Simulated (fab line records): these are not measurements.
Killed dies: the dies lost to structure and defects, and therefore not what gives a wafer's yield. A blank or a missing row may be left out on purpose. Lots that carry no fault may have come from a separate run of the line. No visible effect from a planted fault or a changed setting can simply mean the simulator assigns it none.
Chamber matching || flow berkeley-cmos170 || 4 sister chambers for UCB170_M3_ETCH_17 on rie-diel-02
The step etches BARC in N2/H2. 8 wafers are shown with their chamber, then 7 later ones without.

## WAFERS WITH THEIR CHAMBER
{"wafer": "L581.5", "chamber": 3, "throttle-valve-pct (%)": 13.27, "oes-product-au (a.u.)": 0.992}
{"wafer": "L583.3", "chamber": 0, "throttle-valve-pct (%)": 13.25, "oes-product-au (a.u.)": 0.968}
{"wafer": "L583.5", "chamber": 3, "throttle-valve-pct (%)": 13.29, "oes-product-au (a.u.)": 0.984}
{"wafer": "L584.6", "chamber": 1, "throttle-valve-pct (%)": 13.28, "oes-product-au (a.u.)": 0.994}
{"wafer": "L589.5", "chamber": 2, "throttle-valve-pct (%)": 13.44, "oes-product-au (a.u.)": 0.997}
{"wafer": "L589.6", "chamber": 1, "throttle-valve-pct (%)": 13.31, "oes-product-au (a.u.)": 0.992}
{"wafer": "L591.1", "chamber": 0, "throttle-valve-pct (%)": 13.29, "oes-product-au (a.u.)": 0.976}
{"wafer": "L591.3", "chamber": 2, "throttle-valve-pct (%)": 13.44, "oes-product-au (a.u.)": 0.982}

## WAFERS MISSING THEIR CHAMBER
{"wafer": "L591.6", "throttle-valve-pct (%)": 13.27, "oes-product-au (a.u.)": 0.984}
{"wafer": "L594.1", "throttle-valve-pct (%)": 13.31, "oes-product-au (a.u.)": 0.990}
{"wafer": "L594.5", "throttle-valve-pct (%)": 13.30, "oes-product-au (a.u.)": 0.994}
{"wafer": "L594.6", "throttle-valve-pct (%)": 13.45, "oes-product-au (a.u.)": 0.986}
{"wafer": "L597.1", "throttle-valve-pct (%)": 13.44, "oes-product-au (a.u.)": 0.976}
{"wafer": "L597.3", "throttle-valve-pct (%)": 13.28, "oes-product-au (a.u.)": 0.993}
{"wafer": "L597.5", "throttle-valve-pct (%)": 13.27, "oes-product-au (a.u.)": 0.972}

## WHICH CHAMBER EACH ONE RAN IN
{"wafer": "L591.6", "from the rows above": "can't be placed: 3 or 0 or 1", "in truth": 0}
{"wafer": "L594.1", "from the rows above": "can't be placed: 1 or 3", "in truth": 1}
{"wafer": "L594.5", "from the rows above": "can't be placed: 1 or 3", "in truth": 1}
{"wafer": "L594.6", "from the rows above": 2, "in truth": 2}
{"wafer": "L597.1", "from the rows above": 2, "in truth": 2}
{"wafer": "L597.3", "from the rows above": "can't be placed: 3 or 1", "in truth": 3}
{"wafer": "L597.5", "from the rows above": 0, "in truth": 0}
Placed correctly: 3 of 7. From these rows, 4 cannot be placed; in 4 the true chamber is one of the candidates. Wrongly placed: 0.
How it was worked out, from the rows above alone: a wafer's distance from a chamber is the root of the sum, over the readings, of the square of ((its reading less the chamber's mean) divided by the reading's scatter). The wafer belongs to the nearest chamber; if the next one is less than 2 further off, it can't be placed. For every chamber, the mean is computed from those of its wafers that are shown. The scatter: the root of (the sum of the squares of (reading less its chamber's mean) over the shown wafers, divided by (wafers less chambers)).
